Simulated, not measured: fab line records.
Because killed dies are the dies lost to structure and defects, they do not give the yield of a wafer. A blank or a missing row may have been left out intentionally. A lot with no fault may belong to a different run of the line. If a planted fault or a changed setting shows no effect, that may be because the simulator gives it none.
Check for tools in common :: flow berkeleyCmos170 :: 14 lots and 42 wafers in the sample

## REASON FOR OPENING
At UCB170_V1_THK_MEAS_01 the reading V1_TEOS_THK is flagged on 2 of 14 lots. Wafers without a fault read 2009 nm, standard deviation 30.
Rule: a lot gets a flag if all its wafers with a number sit over 4 standard deviations from that mean, or if no wafer of it has a number. The other lots count as sound.

lot: L127
measured: day 7 14:29
on: filmMetro-02
V1_TEOS_THK (nm), wafer by wafer: 1976 1975 2013
flag: 

lot: L126
measured: day 7 14:30
on: filmMetro-04
V1_TEOS_THK (nm), wafer by wafer: 1997 2000 1985
flag: 

lot: L129
measured: day 7 19:40
on: filmMetro-03
V1_TEOS_THK (nm), wafer by wafer: 2000 1987 2050
flag: 

lot: L128
measured: day 7 20:04
on: filmMetro-02
V1_TEOS_THK (nm), wafer by wafer: 3995 4044 4106
flag: FLAGGED

lot: L130
measured: day 8 15:31
on: filmMetro-02
V1_TEOS_THK (nm), wafer by wafer: 2027 2018 2043
flag: 

lot: L131
measured: day 8 15:50
on: filmMetro-04
V1_TEOS_THK (nm), wafer by wafer: 3971 3945 4012
flag: FLAGGED

lot: L132
measured: day 8 19:34
on: filmMetro-04
V1_TEOS_THK (nm), wafer by wafer: 1994 1972 2020
flag: 

lot: L138
measured: day 10 03:13
on: filmMetro-03
V1_TEOS_THK (nm), wafer by wafer: 2011 1994 2034
flag: 

lot: L141
measured: day 10 19:38
on: filmMetro-03
V1_TEOS_THK (nm), wafer by wafer: 1957 1953 1966
flag: 

lot: L142
measured: day 10 19:41
on: filmMetro-04
V1_TEOS_THK (nm), wafer by wafer: 2013 2004 2027
flag: 

lot: L143
measured: day 11 00:08
on: filmMetro-04
V1_TEOS_THK (nm), wafer by wafer: 2030 2072 2039
flag: 

lot: L140
measured: day 11 02:49
on: filmMetro-02
V1_TEOS_THK (nm), wafer by wafer: 1975 1978 2050
flag: 

lot: L146
measured: day 11 19:41
on: filmMetro-02
V1_TEOS_THK (nm), wafer by wafer: 2044 2047 2043
flag: 

lot: L149
measured: day 12 17:57
on: filmMetro-04
V1_TEOS_THK (nm), wafer by wafer: 1976 1926 1969
flag: 
On average the flagged lots' numbers are 4012 nm, which is +2003 nm against the usual, or +67 standard deviations.

## LOT BY LOT: THE TOOL USED
The record holds 1 process step before the reading, out of a route of 331 steps. In each cell: the tool, then ch and the chambers that the sampled wafers went through, then the start.
lot: L127
flag: 
UCB170_V1_CVD_00: pecvd-04 ch 0,1, day 7 14:19

lot: L126
flag: 
UCB170_V1_CVD_00: pecvd-02 ch 0,1, day 7 14:19

lot: L129
flag: 
UCB170_V1_CVD_00: pecvd-01 ch 0,1,2, day 7 19:31

lot: L128
flag: FLAGGED
UCB170_V1_CVD_00: pecvd-02 ch 1,2, day 7 19:31

lot: L130
flag: 
UCB170_V1_CVD_00: pecvd-04 ch 0,1,2, day 8 15:22

lot: L131
flag: FLAGGED
UCB170_V1_CVD_00: pecvd-01 ch 0,1,2, day 8 15:22

lot: L132
flag: 
UCB170_V1_CVD_00: pecvd-02 ch 0,2, day 8 19:24

lot: L138
flag: 
UCB170_V1_CVD_00: pecvd-04 ch 0,1,2, day 10 03:03

lot: L141
flag: 
UCB170_V1_CVD_00: pecvd-01 ch 0,1,2, day 10 19:28

lot: L142
flag: 
UCB170_V1_CVD_00: pecvd-04 ch 0,1,2, day 10 19:33

lot: L143
flag: 
UCB170_V1_CVD_00: pecvd-04 ch 0,2, day 10 23:59

lot: L140
flag: 
UCB170_V1_CVD_00: pecvd-01 ch 0,2, day 11 02:39

lot: L146
flag: 
UCB170_V1_CVD_00: pecvd-01 ch 0,1, day 11 19:31

lot: L149
flag: 
UCB170_V1_CVD_00: pecvd-02 ch 1,2, day 12 17:48
What the steps here do:
- UCB170_V1_CVD_00: deposits SiO2 from TEOS/O2, target thk 2000 nm, time 250 s.
- UCB170_V1_THK_MEAS_01

## FLAGGED AGAINST TOTAL, ONE TOOL AT A TIME (gauges that did the reading follow at the end)
step: UCB170_V1_CVD_00
tool: pecvd-01
lots run: 5
flagged: 1
share of the flagged lots: some
sound lots run after its first flagged lot: 3 (L141,L140,L146)

step: UCB170_V1_CVD_00
tool: pecvd-02
lots run: 4
flagged: 1
share of the flagged lots: some
sound lots run after its first flagged lot: 2 (L132,L149)

step: UCB170_V1_CVD_00
tool: pecvd-04
lots run: 5
flagged: 0
share of the flagged lots: none
sound lots run after its first flagged lot: -

step: UCB170_V1_THK_MEAS_01
tool: filmMetro-02
lots run: 5
flagged: 1
share of the flagged lots: some
sound lots run after its first flagged lot: 3 (L130,L140,L146)

step: UCB170_V1_THK_MEAS_01
tool: filmMetro-03
lots run: 3
flagged: 0
share of the flagged lots: none
sound lots run after its first flagged lot: -

step: UCB170_V1_THK_MEAS_01
tool: filmMetro-04
lots run: 6
flagged: 1
share of the flagged lots: some
sound lots run after its first flagged lot: 4 (L132,L142,L143,L149)

## THE TABLE: WHAT IT ALLOWS
No row of the table ran every flagged lot.

## WHAT THE SIMULATOR HAD PUT IN
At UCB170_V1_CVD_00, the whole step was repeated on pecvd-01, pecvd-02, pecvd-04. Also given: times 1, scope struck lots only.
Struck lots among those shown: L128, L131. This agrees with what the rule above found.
